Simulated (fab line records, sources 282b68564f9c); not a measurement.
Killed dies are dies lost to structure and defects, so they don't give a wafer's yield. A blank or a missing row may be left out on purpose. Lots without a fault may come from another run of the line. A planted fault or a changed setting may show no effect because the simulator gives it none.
Which tool did it? | flow rit_cmos | 7 lots, 21 wafers sampled, at 2 steps of a route of 202

WHAT THE GAUGES READ, wafer by wafer
RIT_ACTIVE_THK_MEAS_04.
lot  | measured    | on            | ACTIVE_NITRIDE_THK (nm)
L491 | day 1 18:32 | film_metro-03 | 153.0 152.5 151.5
L493 | day 2 05:16 | film_metro-03 | 149.5 149.6 149.9
L495 | day 2 16:13 | film_metro-01 | 150.5 151.0 150.3
L499 | day 3 11:37 | film_metro-03 | 132.0 131.9 131.9 132.0 131.8 132.0
L501 | day 3 21:52 | film_metro-03 | 133.5 135.3 133.0 133.5 135.3 133.0
L506 | day 4 22:55 | film_metro-04 | 152.5 150.8 151.3
L512 | day 6 08:15 | film_metro-04 | 148.7 148.3 148.7

WHICH TOOL RAN EACH LOT (tool, then ch and the chambers of the sampled wafers, then the start)
lot  | RIT_ACTIVE_CVD_03
L491 | lpcvd-02 ch 1, day 1 17:07
L493 | lpcvd-01 ch 1, day 2 03:50
L495 | lpcvd-02 ch 1, day 2 14:48
L499 | lpcvd-01 ch 1, day 3 09:28
L501 | lpcvd-01 ch 1, day 3 20:26
L506 | lpcvd-02 ch 1, day 4 20:47
L512 | lpcvd-02 ch 1, day 6 06:50
- RIT_ACTIVE_CVD_03: deposits Si3N4 from SiH2Cl2/NH3, target thk 150 nm, time 1500 s.

THE ANSWER, worked out from the rows above alone
Rule: what is usual is taken from the lots themselves. Put in order of their means at a reading, lots are off if they are a third of the lots or fewer, leave a main group of 4 or more, and stand apart from it by a gap of 3 or more times the standard deviation of the main group's means; of several such gaps the widest counts. A main group whose means are all the same, to the digits that the tables above print for the reading, isn't used. A lot without any number at a reading at which 4 lots or more have one is off too. The other lots that the step has rows for count as sound.
Off: L499, L501, at RIT_ACTIVE_THK_MEAS_04 (ACTIVE_NITRIDE_THK). The main group: mean 150.5 nm, standard deviation 1.3.
A tool fits if, at a process step before that reading, it ran every lot that is off, and no sound lot after the first of them. The gauges at RIT_ACTIVE_THK_MEAS_04 are tried like those tools. Can't be told from this: 2 tools fit, lpcvd-01 at RIT_ACTIVE_CVD_03, film_metro-03 at RIT_ACTIVE_THK_MEAS_04.

WHAT THE SIMULATOR HAD PUT IN
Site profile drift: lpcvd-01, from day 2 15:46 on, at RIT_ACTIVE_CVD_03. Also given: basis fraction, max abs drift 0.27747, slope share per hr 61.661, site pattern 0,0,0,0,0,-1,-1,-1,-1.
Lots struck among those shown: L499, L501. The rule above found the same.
